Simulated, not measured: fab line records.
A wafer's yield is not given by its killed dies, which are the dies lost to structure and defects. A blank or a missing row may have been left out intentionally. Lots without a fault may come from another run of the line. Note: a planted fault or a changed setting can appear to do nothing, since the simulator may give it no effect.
Comparing a struck lot with a sound one    flow ritCmos    16 steps out of a route of 202
Sound: wafers L705.2, L705.5, L705.6. Wafers L710.1, L710.5, L710.6 were the ones struck. The cause is given at the end.
Each step with rows lists, per side, the tool, then ch with its chambers, then its first start. Under that, the readings that differ: sound wafers    struck wafers    difference of the means    sigmas: that difference in standard deviations of wafers without a fault.
alike: same words and numbers on both sides, and readings whose means sit less than 2 such deviations apart. not compared: any withheld reading, any reading some wafer has no value for, any bound like >300 that may hide the same value, and any number with overlapping values for which the record gives no deviation.
The two part at a step that has a row with sigmas, a row that says differs or no value, or rows on one side only. Numbers that don't overlap but have no deviation are shown without sigmas and don't part them. A reading that every wafer of one side lacks parts them only if that side has two wafers or more.

RIT_ACTIVE_BOW_MEAS_00:
  sound: filmMetro-04 at day 2 11:01; struck: filmMetro-02 at day 3 12:00
  alike: INCOMING_BOW
then, 1 step without rows for these wafers: RIT_ACTIVE_OXIDATION_01 (target thk 46.8 nm, ox time 3360 s).
RIT_ACTIVE_THK_MEAS_02:
  sound: filmMetro-01 at day 2 13:52; struck: filmMetro-02 at day 3 14:31
  alike: ACTIVE_OXIDE_THK
then, 1 step without rows for these wafers: RIT_ACTIVE_CVD_03 (deposits Si3N4 from SiH2Cl2/NH3, target thk 150 nm, time 1500 s).
RIT_ACTIVE_THK_MEAS_04:
  sound: filmMetro-04 at day 2 15:20; struck: filmMetro-01 at day 3 15:59
  alike: ACTIVE_NITRIDE_THK
then, 5 steps without rows for these wafers: RIT_ACTIVE_HMDS_05 (prime time 60 s); RIT_ACTIVE_COAT_06 (resist thk 995 nm); RIT_ACTIVE_SOFTBAKE_07 (time 60 s); RIT_ACTIVE_EXPOSE_08 (exposes mask M1, target cd 1400 nm); RIT_ACTIVE_PEB_09.
RIT_ACTIVE_DEVELOP_10: develop time 50 s.
  sound on lithoTrack-03 ch 0, day 2 16:00; struck on lithoTrack-03 ch 0, day 3 16:00
RIT_ACTIVE_CD_MEAS_11: target cd 1400 nm.
  sound: cdSem-02 at day 2 16:22; struck: cdSem-01 at day 3 16:56
reading    sound                 struck                difference  sigmas
cdNm (nm)  1399.7 1399.5 1397.5  1376.0 1379.0 1377.3  -21.5       -10
then, 1 step without rows for these wafers: RIT_ACTIVE_HARDBAKE_12 (time 60 s).
RIT_ACTIVE_ETCH_13: etches Si3N4 in SF6, stops on SiO2, time 210 s, target depth 210 nm.
  sound on rieDiel-01 ch 2,3, day 2 16:37; struck on rieDiel-04 ch 1,2, day 3 17:12
reading                 sound           struck          difference  sigmas
model.ACTIVE.cdNm (nm)  1400 1399 1398  1376 1379 1377  -22         
  alike: SF6_flow_sccm, chamberPressureMTorr, drypumpMotorCurrentA, oesProductAu, throttleValvePct
  not compared: rfHoursCounterH
RIT_ACTIVE_STRIP_14: strips in O2, time 180 s.
  sound on plasmaAsher-02 ch 0,1, day 2 16:44; struck on plasmaAsher-01 ch 0,1, day 3 17:20
  alike: chamberPressureMTorr, drypumpMotorCurrentA
  not compared: rfHoursCounterH
-- the record jumps here: 2 days lie between the struck wafers' starts before and after (it left off in module ACTIVE and takes up again in module M1, whose first step shown is number 202 of the route) --
RIT_M1_PROBE_99:
  sound: prober-02 at day 4 15:51; struck: prober-02 at day 5 20:42
  alike: killed_at_M0_to_M3, killedAtContacts, killedAtFrontEnd, killedDies, killedOpen, killedShort

== WHERE THEY PART ==
Within this record, at RIT_ACTIVE_CD_MEAS_11 only. Later steps at which nothing parts them and some readings are alike: RIT_ACTIVE_ETCH_13, RIT_ACTIVE_STRIP_14, RIT_M1_PROBE_99.

WHY: the cause the simulator had injected
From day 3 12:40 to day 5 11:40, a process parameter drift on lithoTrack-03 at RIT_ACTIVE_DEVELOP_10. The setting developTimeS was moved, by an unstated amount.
